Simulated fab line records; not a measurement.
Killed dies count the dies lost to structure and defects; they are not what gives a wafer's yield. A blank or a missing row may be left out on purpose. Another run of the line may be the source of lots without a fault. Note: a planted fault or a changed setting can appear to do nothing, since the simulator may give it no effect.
A lot that was struck, set against a sound lot -- flow berkeley cmos170 -- 15 steps out of a route of 331
Sound: wafers L803.3, L803.4, L803.5. Struck: wafers L816.1, L816.2, L816.6. Last of all comes the cause.
For every step that has rows: the tool of each side, followed by ch and its chambers, followed by its first start. Under that, the readings that differ: sound wafers -- struck wafers -- difference of the means -- sigmas: that difference in standard deviations of wafers without a fault.
alike: readings whose means differ by less than 2 such deviations, and words and numbers that are the same on both sides. not compared: withheld readings, readings that some wafer has no value for, bounds like >300 that may hide the same value, and numbers for which the record gives no deviation and whose values overlap.
Wherever a step has rows on one side only, a row that says differs or no value, or a row with sigmas, the two part there. Non-overlapping numbers with no deviation appear without sigmas and do not part them. A reading that every wafer of one side lacks parts them only if that side has two wafers or more.

first, 7 steps without rows for these wafers: UCB170_PSD_CLEAN_11 (cleans in SPM, time 600 s); UCB170_NSD_HMDS_00 (prime time 60 s); UCB170_NSD_COAT_01 (resist thk 900 nm); UCB170_NSD_SOFTBAKE_02 (time 60 s); UCB170_NSD_EXPOSE_03 (exposes mask NSELECT MOD, target cd 1200 nm); UCB170_NSD_PEB_04; UCB170_NSD_DEVELOP_05 (develop time 45 s).
UCB170_NSD_CD_MEAS_06: target cd 1200 nm.
  sound: cd sem-01 at day 8 18:26; struck: cd sem-02 at day 11 18:34
  alike: cd nm
UCB170_NSD_OVL_MEAS_07:
  sound: overlay-02 at day 8 18:32; struck: overlay-02 at day 11 18:41
  alike: NSD_OVL
following that, these wafers have no rows for 1 step: UCB170_NSD_IMPLANT_08.
UCB170_NSD_STRIP_09: strips in O2.
  sound on plasma asher-04 ch 0,1, day 8 18:44; struck on plasma asher-02 ch 0,1, day 11 18:52
  alike: drypump motor current A, o2 flow sccm, oes product au, strip time to endpoint s
  not compared: rf hours counter h
UCB170_NSD_TW_MEAS_10:
  sound: film metro-03 at day 8 18:49; struck: film metro-02 at day 11 18:58
  alike: NSD_TW
UCB170_NSD_CLEAN_11: cleans in SPM, time 600 s.
  sound on wet bench-03 ch 3, day 8 18:55; struck on wet bench-03 ch 1, day 11 19:11
  no value came back on the struck wafers for bath guard temp C (C), bath heat duty pct (%); on the sound wafers bath guard temp C (C) reads 120.1 119.8 120.1
then, 2 steps without rows for these wafers: UCB170_BACKSIDE_HMDS_00 (prime time 60 s); UCB170_M3_PROBE_99.

WHERE THEY PART
Only at UCB170_NSD_CLEAN_11, as far as this record shows.

WHY: the cause the simulator had injected
Whole step skipped at UCB170_NSD_CLEAN_11 on wet bench-03, starting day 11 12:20. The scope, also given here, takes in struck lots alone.
